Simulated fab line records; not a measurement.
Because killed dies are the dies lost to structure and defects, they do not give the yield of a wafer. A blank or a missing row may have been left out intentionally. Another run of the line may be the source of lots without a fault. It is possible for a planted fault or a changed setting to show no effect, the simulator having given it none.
fab line records | flow berkeley-cmos170
record lots=13 | wafers=39 | last-day=11
route steps=331 shown PLDD@156 SDANNEAL@204 SILICIDE@211 CONTACT@218
lots untouched by any fault: they come from a run of this same line in which no faults occurred
start-h: hours from the record's first day to the start of the lot's first wafer shown | wait-h: hours from the lot's prior step to this one | " unchanged from the row above | L1.1+2: several wafers, shown together as one row | - no value, or no start given | * or withheld: withheld | < > ~ a bound
route shown NAME@n: names a module that has steps shown in the file, with the first one's number in the route | usual: mean and standard deviation over wafers with no fault | same: alike in all rows | chamber/n: place in a boat | sites: readings site by site | _std_site: standard deviation of those values | _edge_site: inner sites' mean taken away from outer sites' mean | radius-mm: for every site, how far away it sits from the centre of the wafer | mask NAME#n: copy n | behind: the last tool/chamber to shape the wafer | hold: cause of the lot's hold/its duration in hours/its outcome | device: whichever transistor did not switch (one of n, p or np) | end of line: the same wafers' tests at the end of the route | for a step that has no rows: nothing shown but its recipe | killed: the dies lost at the first sort to structure and to defects; this is not the yield of the wafer | map: shows each die of a wafer: x if killed, . if not, _ if none is there
set.NAME: setting as actually run; set.NAME@STEP: the setting as run at that earlier step | model.NAME: the simulator's own value behind a step, which no gauge read
one table for each step of the route and one row for each wafer, over a sample of lots
services: a tool's chamber out of use, with start hour (start-h, from the record's first day; less than 0 if before it), hours out, and reason
## steps
# step UCB170_PLDD_TW_MEAS_11
# usual PLDD_TW=1004/7.1
lot.wafer | tool          | chamber | start-h | wait-h | PLDD_TW
L847.1    | film-metro-02 | -       | 121.74  | 0.1    | 1017
L847.4    | "             | -       | "       | "      | 1012
L847.6    | "             | -       | "       | "      | 1016
L848.1    | film-metro-02 | -       | 137.81  | 0.1    | 1013
L848.2    | "             | -       | "       | "      | 1012
L848.4    | "             | -       | "       | "      | 1011
L851.1    | film-metro-04 | -       | 148.98  | 0.1    | 999
L851.3    | "             | -       | "       | "      | 997
L851.6    | "             | -       | "       | "      | 999
L850.1    | film-metro-04 | -       | 149.34  | 0.1    | 995
L850.5    | "             | -       | "       | "      | 994
L850.6    | "             | -       | "       | "      | 993
L853.2    | film-metro-04 | -       | 171.22  | 0.1    | 995
L853.3    | "             | -       | "       | "      | 996
L853.5    | "             | -       | "       | "      | 996
L856.4    | film-metro-02 | -       | 177.18  | 0.1    | 1005
L856.5    | "             | -       | "       | "      | 1006
L856.6    | "             | -       | "       | "      | 1005
L860.1    | film-metro-04 | -       | 193.29  | 0.1    | 1000
L860.5    | "             | -       | "       | "      | 991
L860.6    | "             | -       | "       | "      | 999
L861.2    | film-metro-03 | -       | 204.41  | 0.1    | 1006
L861.4    | "             | -       | "       | "      | 1010
L861.6    | "             | -       | "       | "      | 1017
L865.1    | film-metro-03 | -       | 220.72  | 0.1    | 1000
L865.3    | "             | -       | "       | "      | 997
L865.5    | "             | -       | "       | "      | 993
L862.1    | film-metro-02 | -       | 220.88  | 0.1    | 1005
L862.3    | "             | -       | "       | "      | 1008
L862.6    | "             | -       | "       | "      | 1008
L866.1    | film-metro-02 | -       | 227.69  | 0.1    | 1005
L866.3    | "             | -       | "       | "      | 1001
L866.5    | "             | -       | "       | "      | 1000
L869.3    | film-metro-03 | -       | 233.89  | 0.1    | 1001
L869.4    | "             | -       | "       | "      | 999
L869.6    | "             | -       | "       | "      | 999
L868.1    | film-metro-02 | -       | 234.69  | 0.1    | 1003
L868.3    | "             | -       | "       | "      | 1003
L868.4    | "             | -       | "       | "      | 1005
# step UCB170_SDANNEAL_RTA_00
# recipe temp-c=900 | time-s=10 | ambient=N2
# usual anneal-temp-c-max=904.8/0.93 | lamp-power-pct=25.64/0.13 | wafer_temp_C_max=905.3/0.93
lot.wafer | tool          | chamber | start-h | wait-h | anneal-temp-c-max | lamp-power-pct | wafer_temp_C_max
L847.1    | rtp-anneal-01 | 0       | 132.90  | 0.0    | 904.6             | 25.77          | 905.6
L847.4    | "             | 0       | "       | "      | 905.7             | 25.79          | 905.0
L847.6    | "             | 0       | "       | "      | 904.2             | 25.74          | 905.7
L848.1    | rtp-anneal-01 | 0       | 149.54  | 0.0    | 904.6             | 25.78          | 904.4
L848.2    | "             | 0       | "       | "      | 905.7             | 25.77          | 904.5
L848.4    | "             | 0       | "       | "      | 904.5             | 25.75          | 905.8
L851.1    | rtp-anneal-01 | 0       | 161.37  | 0.0    | 904.4             | 25.76          | 903.6
L851.3    | "             | 0       | "       | "      | 906.0             | 25.76          | 904.1
L851.6    | "             | 0       | "       | "      | 903.9             | 25.76          | 904.7
L850.1    | rtp-anneal-01 | 0       | 161.49  | 0.1    | 903.0             | 25.76          | 906.2
L850.5    | "             | 0       | "       | "      | 904.5             | 25.79          | 905.5
L850.6    | "             | 0       | "       | "      | 904.0             | 25.77          | 906.7
L853.2    | rtp-anneal-02 | 0       | 180.89  | 0.0    | 904.5             | 25.50          | 904.9
L853.3    | "             | 0       | "       | "      | 905.6             | 25.51          | 907.5
L853.5    | "             | 0       | "       | "      | 904.4             | 25.53          | 905.8
L856.4    | rtp-anneal-02 | 0       | 189.18  | 0.0    | 904.2             | 25.47          | 905.8
L856.5    | "             | 0       | "       | "      | 903.9             | 25.52          | 906.1
L856.6    | "             | 0       | "       | "      | 906.6             | 25.52          | 907.4
L860.1    | rtp-anneal-01 | 0       | 206.23  | 0.0    | 902.9             | 25.77          | 905.0
L860.5    | "             | 0       | "       | "      | 904.6             | 25.75          | 906.3
L860.6    | "             | 0       | "       | "      | 904.9             | 25.75          | 904.5
L861.2    | rtp-anneal-02 | 0       | 219.17  | 0.0    | 906.8             | 25.49          | 905.0
L861.4    | "             | 0       | "       | "      | 905.3             | 25.50          | 905.7
L861.6    | "             | 0       | "       | "      | 905.1             | 25.50          | 904.0
L865.1    | rtp-anneal-02 | 0       | 232.04  | 0.0    | 906.7             | 25.50          | 905.1
L865.3    | "             | 0       | "       | "      | 905.9             | 25.48          | 906.4
L865.5    | "             | 0       | "       | "      | 903.4             | 25.49          | 907.0
L862.1    | rtp-anneal-01 | 0       | 232.63  | 0.0    | 904.9             | 25.73          | 904.4
L862.3    | "             | 0       | "       | "      | 905.6             | 25.77          | 905.1
L862.6    | "             | 0       | "       | "      | 905.1             | 25.76          | 903.8
L866.1    | rtp-anneal-01 | 0       | 242.62  | 0.0    | 905.0             | 25.76          | 904.5
L866.3    | "             | 0       | "       | "      | 904.1             | 25.74          | 905.3
L866.5    | "             | 0       | "       | "      | 905.2             | 25.76          | 904.8
L869.3    | rtp-anneal-02 | 0       | 248.23  | 0.0    | 905.1             | 25.52          | 905.0
L869.4    | "             | 0       | "       | "      | 904.3             | 25.50          | 904.2
L869.6    | "             | 0       | "       | "      | 905.0             | 25.48          | 906.4
L868.1    | rtp-anneal-01 | 0       | 248.36  | 0.0    | 904.1             | 25.78          | 905.2
L868.3    | "             | 0       | "       | "      | 904.2             | 25.78          | 904.2
L868.4    | "             | 0       | "       | "      | 905.5             | 25.76          | 904.8
# step UCB170_SILICIDE_SPUTTER_01
# recipe material=Ti | target-thk-nm=30 | time-s=25 | power-w=1500 | chamber-pressure-pa=0.5
# usual cathode-dc-power-W=1500.0/0.29 | throttle-valve-pct=30.8/0.63
lot.wafer | tool           | chamber | start-h | wait-h | cathode-dc-power-W | throttle-valve-pct
L847.1    | pvd-sputter-03 | -       | 133.57  | 0.0    | 1500.2             | 29.9
L847.4    | "              | -       | "       | "      | 1500.2             | 31.8
L847.6    | "              | -       | "       | "      | 1499.7             | 30.5
L848.1    | pvd-sputter-01 | -       | 150.22  | 0.0    | 1500.3             | 31.9
L848.2    | "              | -       | "       | "      | 1500.4             | 30.6
L848.4    | "              | -       | "       | "      | 1499.7             | 30.8
L851.1    | pvd-sputter-03 | -       | 162.04  | 0.0    | 1499.9             | 30.4
L851.3    | "              | -       | "       | "      | 1499.9             | 30.7
L851.6    | "              | -       | "       | "      | 1499.9             | 31.9
L850.1    | pvd-sputter-01 | -       | 162.16  | 0.0    | 1499.5             | 30.3
L850.5    | "              | -       | "       | "      | 1499.8             | 30.6
L850.6    | "              | -       | "       | "      | 1500.1             | 30.4
L853.2    | pvd-sputter-01 | -       | 181.66  | 0.0    | 1500.1             | 32.0
L853.3    | "              | -       | "       | "      | 1500.1             | 30.7
L853.5    | "              | -       | "       | "      | 1499.8             | 30.9
L856.4    | pvd-sputter-01 | -       | 189.82  | 0.0    | 1499.5             | 31.5
L856.5    | "              | -       | "       | "      | 1500.2             | 30.7
L856.6    | "              | -       | "       | "      | 1500.2             | 30.4
L860.1    | pvd-sputter-01 | -       | 206.90  | 0.0    | 1499.6             | 30.5
L860.5    | "              | -       | "       | "      | 1499.4             | 30.3
L860.6    | "              | -       | "       | "      | 1499.9             | 30.5
L861.2    | pvd-sputter-04 | -       | 219.84  | 0.0    | 1499.9             | 31.8
L861.4    | "              | -       | "       | "      | 1500.3             | 30.2
L861.6    | "              | -       | "       | "      | 1500.3             | 30.4
L865.1    | pvd-sputter-04 | -       | 232.71  | 0.0    | 1499.8             | 31.6
L865.3    | "              | -       | "       | "      | 1500.3             | 29.9
L865.5    | "              | -       | "       | "      | 1500.4             | 31.7
L862.1    | pvd-sputter-04 | -       | 233.30  | 0.0    | 1499.5             | 30.0
L862.3    | "              | -       | "       | "      | 1499.8             | 30.3
L862.6    | "              | -       | "       | "      | 1499.5             | 31.8
L866.1    | pvd-sputter-03 | -       | 243.29  | 0.0    | 1500.2             | 30.1
L866.3    | "              | -       | "       | "      | 1500.0             | 31.0
L866.5    | "              | -       | "       | "      | 1500.0             | 31.1
L869.3    | pvd-sputter-04 | -       | 248.88  | 0.0    | 1499.9             | 30.1
L869.4    | "              | -       | "       | "      | 1499.9             | 30.3
L869.6    | "              | -       | "       | "      | 1499.8             | 30.6
L868.1    | pvd-sputter-03 | -       | 249.03  | 0.0    | 1500.3             | 31.2
L868.3    | "              | -       | "       | "      | 1499.4             | 30.6
L868.4    | "              | -       | "       | "      | 1500.2             | 31.9
# step UCB170_SILICIDE_RS_MEAS_02
# recipe thk-meas-gauge=four-point-probe | reads=Ti_of_SILICIDE_SPUTTER_01
# usual SILICIDE_TI_RS=26.2/0.4
lot.wafer | tool          | chamber | start-h | wait-h | SILICIDE_TI_RS[ohm/sq]
L847.1    | film-metro-01 | -       | 133.60  | 0.0    | 26.3
L847.4    | "             | -       | "       | "      | 26.4
L847.6    | "             | -       | "       | "      | 26.3
L848.1    | film-metro-01 | -       | 150.25  | 0.0    | 26.2
L848.2    | "             | -       | "       | "      | 26.8
L848.4    | "             | -       | "       | "      | 25.8
L851.1    | film-metro-03 | -       | 162.07  | 0.0    | 26.0
L851.3    | "             | -       | "       | "      | 26.2
L851.6    | "             | -       | "       | "      | 26.2
L850.1    | film-metro-04 | -       | 162.19  | 0.0    | 26.4
L850.5    | "             | -       | "       | "      | 26.7
L850.6    | "             | -       | "       | "      | 26.3
L853.2    | film-metro-01 | -       | 181.71  | 0.0    | 69.4
L853.3    | "             | -       | "       | "      | 25.5
L853.5    | "             | -       | "       | "      | 25.8
L856.4    | film-metro-01 | -       | 189.91  | 0.1    | 73.0
L856.5    | "             | -       | "       | "      | 26.0
L856.6    | "             | -       | "       | "      | 26.0
L860.1    | film-metro-03 | -       | 206.94  | 0.0    | 26.3
L860.5    | "             | -       | "       | "      | 26.2
L860.6    | "             | -       | "       | "      | 26.7
L861.2    | film-metro-03 | -       | 219.90  | 0.0    | 27.0
L861.4    | "             | -       | "       | "      | 26.5
L861.6    | "             | -       | "       | "      | 26.4
L865.1    | film-metro-03 | -       | 232.74  | 0.0    | 26.8
L865.3    | "             | -       | "       | "      | 26.5
L865.5    | "             | -       | "       | "      | 27.1
L862.1    | film-metro-01 | -       | 233.33  | 0.0    | 26.1
L862.3    | "             | -       | "       | "      | 25.6
L862.6    | "             | -       | "       | "      | 26.4
L866.1    | film-metro-01 | -       | 243.32  | 0.0    | 26.3
L866.3    | "             | -       | "       | "      | 26.7
L866.5    | "             | -       | "       | "      | 26.8
L869.3    | film-metro-01 | -       | 248.95  | 0.1    | 26.3
L869.4    | "             | -       | "       | "      | 26.1
L869.6    | "             | -       | "       | "      | 25.9
L868.1    | film-metro-04 | -       | 249.06  | 0.0    | 26.4
L868.3    | "             | -       | "       | "      | 26.1
L868.4    | "             | -       | "       | "      | 26.0
# step UCB170_SILICIDE_THK_MEAS_03
# recipe thk-meas-gauge=xrf | reads=Ti_of_SILICIDE_SPUTTER_01
# usual SILICIDE_TI_THK=29.5/0.41
lot.wafer | tool          | chamber | start-h | wait-h | SILICIDE_TI_THK[nm]
L847.1    | film-metro-01 | -       | 133.72  | 0.1    | 29.4
L847.4    | "             | -       | "       | "      | 29.3
L847.6    | "             | -       | "       | "      | 29.6
L848.1    | film-metro-01 | -       | 150.37  | 0.1    | 29.4
L848.2    | "             | -       | "       | "      | 29.0
L848.4    | "             | -       | "       | "      | 29.9
L851.1    | film-metro-03 | -       | 162.19  | 0.1    | 29.8
L851.3    | "             | -       | "       | "      | 29.6
L851.6    | "             | -       | "       | "      | 29.6
L850.1    | film-metro-04 | -       | 162.31  | 0.1    | 29.3
L850.5    | "             | -       | "       | "      | 29.2
L850.6    | "             | -       | "       | "      | 29.4
L853.2    | film-metro-01 | -       | 181.82  | 0.1    | 13.2
L853.3    | "             | -       | "       | "      | 30.1
L853.5    | "             | -       | "       | "      | 29.8
L856.4    | film-metro-01 | -       | 190.00  | 0.1    | 12.6
L856.5    | "             | -       | "       | "      | 29.6
L856.6    | "             | -       | "       | "      | 29.4
L860.1    | film-metro-03 | -       | 207.06  | 0.1    | 29.3
L860.5    | "             | -       | "       | "      | 29.7
L860.6    | "             | -       | "       | "      | 29.2
L861.2    | film-metro-03 | -       | 220.01  | 0.1    | 28.7
L861.4    | "             | -       | "       | "      | 29.1
L861.6    | "             | -       | "       | "      | 29.3
L865.1    | film-metro-03 | -       | 232.86  | 0.1    | 28.8
L865.3    | "             | -       | "       | "      | 29.2
L865.5    | "             | -       | "       | "      | 28.6
L862.1    | film-metro-01 | -       | 233.45  | 0.1    | 29.3
L862.3    | "             | -       | "       | "      | 29.9
L862.6    | "             | -       | "       | "      | 29.1
L866.1    | film-metro-01 | -       | 243.44  | 0.1    | 29.4
L866.3    | "             | -       | "       | "      | 29.0
L866.5    | "             | -       | "       | "      | 28.8
L869.3    | film-metro-01 | -       | 249.05  | 0.1    | 29.3
L869.4    | "             | -       | "       | "      | 29.6
L869.6    | "             | -       | "       | "      | 29.8
L868.1    | film-metro-04 | -       | 249.18  | 0.1    | 29.5
L868.3    | "             | -       | "       | "      | 29.8
L868.4    | "             | -       | "       | "      | 29.6
# step UCB170_CONTACT_THK_MEAS_02
# recipe reads=PSG_of_CONTACT_CVD_01
# usual CONTACT_PSG_THK=698/6.2
lot.wafer | tool          | chamber | start-h | wait-h | CONTACT_PSG_THK[nm]
L847.1    | film-metro-04 | -       | 136.66  | 0.0    | 706
L847.4    | "             | -       | "       | "      | 705
L847.6    | "             | -       | "       | "      | 705
L848.1    | film-metro-02 | -       | 152.49  | 0.0    | 690
L848.2    | "             | -       | "       | "      | 692
L848.4    | "             | -       | "       | "      | 692
L850.1    | film-metro-04 | -       | 166.80  | 0.1    | 697
L850.5    | "             | -       | "       | "      | 699
L850.6    | "             | -       | "       | "      | 697
L851.1    | film-metro-02 | -       | 166.80  | 0.1    | 693
L851.3    | "             | -       | "       | "      | 693
L851.6    | "             | -       | "       | "      | 697
L853.2    | film-metro-04 | -       | 184.05  | 0.0    | 694
L853.3    | "             | -       | "       | "      | 696
L853.5    | "             | -       | "       | "      | 699
L856.4    | film-metro-04 | -       | 193.52  | 0.0    | 705
L856.5    | "             | -       | "       | "      | 708
L856.6    | "             | -       | "       | "      | 702
L860.1    | film-metro-02 | -       | 209.19  | 0.0    | 688
L860.5    | "             | -       | "       | "      | 692
L860.6    | "             | -       | "       | "      | 687
L861.2    | film-metro-04 | -       | 222.15  | 0.0    | 701
L861.4    | "             | -       | "       | "      | 704
L861.6    | "             | -       | "       | "      | 698
L865.1    | film-metro-04 | -       | 236.66  | 0.0    | 704
L865.3    | "             | -       | "       | "      | 701
L865.5    | "             | -       | "       | "      | 700
L862.1    | film-metro-01 | -       | 236.72  | 0.1    | 697
L862.3    | "             | -       | "       | "      | 697
L862.6    | "             | -       | "       | "      | 701
L866.1    | film-metro-04 | -       | 245.63  | 0.0    | 694
L866.3    | "             | -       | "       | "      | 695
L866.5    | "             | -       | "       | "      | 695
L869.3    | film-metro-04 | -       | 251.17  | 0.0    | 695
L869.4    | "             | -       | "       | "      | 700
L869.6    | "             | -       | "       | "      | 695
L868.1    | film-metro-01 | -       | 251.34  | 0.0    | 698
L868.3    | "             | -       | "       | "      | 704
L868.4    | "             | -       | "       | "      | 698
## services
tool           | chamber | start-h | hours | kind
rtp-anneal-02  | -       | 133.37  | 40.3  | pm
pvd-sputter-03 | -       | 203.26  | 1.6   | repair
pvd-sputter-01 | 3       | 204.91  | -     | consumable-replace:kit
pvd-sputter-01 | 3       | 204.91  | 18.0  | scheduled-down
pvd-sputter-01 | 3       | 204.91  | 18.0  | vent-cycle
## key
first-sign step=UCB170_SILICIDE_RS_MEAS_02 | reading=SILICIDE_TI_RS | direction=up | sigmas=99+ | usual=26.2 | struck=71.2
effect step=UCB170_SILICIDE_THK_MEAS_03 | reading=SILICIDE_TI_THK | direction=down | sigmas=41 | usual=29.5 | struck=12.9
met-at UCB170_SILICIDE_SPUTTER_01
struck-lots L853,L856
struck-wafers L853.2,L856.4
tester-left-out L853,L856
not-acting-at UCB170_PLDD_TW_MEAS_11,UCB170_SDANNEAL_RTA_00,UCB170_CONTACT_THK_MEAS_02
onset-between 150.22 181.66
fault kind=process-parameter-drift | tool=pvd-sputter-01 | chamber=- | onset-h=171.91 | steps=UCB170_SILICIDE_SPUTTER_01 | channel=target-thk-nm | offset=-16.751 | shape=step | end-h=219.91 | acts-in=these-recipes-only | stated=30 | scope=struck-wafers-only
# tester-left-out: of these lots the tester's yield and bins aren't shown, on N5 and GAA mostly nor the transistor test; their killed dies are dies lost to structure and defects alone, not to doping, threshold or leakage, so they don't give the yield
